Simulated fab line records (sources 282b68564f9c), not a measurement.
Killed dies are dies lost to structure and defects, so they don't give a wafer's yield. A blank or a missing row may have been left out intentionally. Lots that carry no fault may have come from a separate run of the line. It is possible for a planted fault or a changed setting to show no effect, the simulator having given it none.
2 desks looking at one fault | flow ritCmos | each desk has only its own numbers; what lay behind them comes last

## TOOL OWNER'S DESK, implanter-03
RIT_PRETRO_IMPLANT_08, tool's own readings: per-lot mean of the sampled wafers with a number, covering each lot this tool ran. Marked OUT: a lot whose mean sits more than 4 standard deviations from the usual mean, which makes it out of limits; the brackets give that distance.
Columns: A = beamEnergyKeV at RIT_PRETRO_IMPLANT_08, usual 45.001; B = tiltDeg at RIT_PRETRO_IMPLANT_08, usual 6.997 degrees
lot  | first seen here | A                        | B
L885 | day 3 05:23     | 44.998                   | 6.997
L894 | day 4 12:05     | 44.998                   | 6.979
L898 | day 5 08:28     | 45.019                   | 7.019
L900 | day 5 17:12     | 29.233 (-99 or more) OUT | 6.962
L901 | day 5 22:32     | 29.242 (-99 or more) OUT | 6.984
L904 | day 6 12:58     | 29.248 (-99 or more) OUT | 6.986
This desk's finding: out of limits on L900, L901, L904; first on L900, day 5 17:12 (beamEnergyKeV at RIT_PRETRO_IMPLANT_08). L885, L894, L898 stayed within limits.

## FROM THE METROLOGY DESK
What the gauges read for every lot (on any tool): the sampled wafers with a number, averaged. Marked OUT: a lot whose mean sits more than 4 standard deviations from the usual mean, which makes it out of limits; the brackets give that distance.
Columns: A = PRETRO_TW at RIT_PRETRO_TW_MEAS_10, usual 477
lot  | first seen here | A
L885 | day 3 05:43     | 475
L887 | day 3 11:20     | 473
L889 | day 3 19:10     | 475
L888 | day 3 19:37     | 483
L891 | day 3 22:50     | 473
L890 | day 3 23:05     | 485
L892 | day 4 05:45     | 474
L894 | day 4 12:24     | 474
L896 | day 5 00:43     | 484
L897 | day 5 04:13     | 474
L898 | day 5 08:46     | 478
L900 | day 5 17:31     | 441 (-7.5) OUT
L901 | day 5 22:52     | 441 (-7.5) OUT
L904 | day 6 13:16     | 440 (-7.8) OUT
L907 | day 7 06:59     | 484
This desk finds L900, L901, L904 out of limits, with the earliest case on L900 at day 5 17:31 (PRETRO_TW at RIT_PRETRO_TW_MEAS_10). L885, L887, L889, L888, L891, L890, L892, L894, L896, L897, L898, L907 stayed within limits.

## ALL TOGETHER
At day 5 17:12, on L900, L901, L904, the tool owner's desk was in a position to raise an alarm.
An alarm was possible from the metrology desk at day 5 17:31, on L900, L901, L904.
The lots listed all ran RIT_PRETRO_IMPLANT_08 on implanter-03.

## WHAT WAS PUT IN BY THE SIMULATOR
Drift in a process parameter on implanter-03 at RIT_PRETRO_IMPLANT_08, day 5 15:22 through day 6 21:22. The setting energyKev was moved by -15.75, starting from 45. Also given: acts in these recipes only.
Struck lots among those shown: L900, L901, L904.
Counting hours from when the fault started, the first reading out of limits came at 2 for the tool owner's desk and at 2 for the metrology desk.
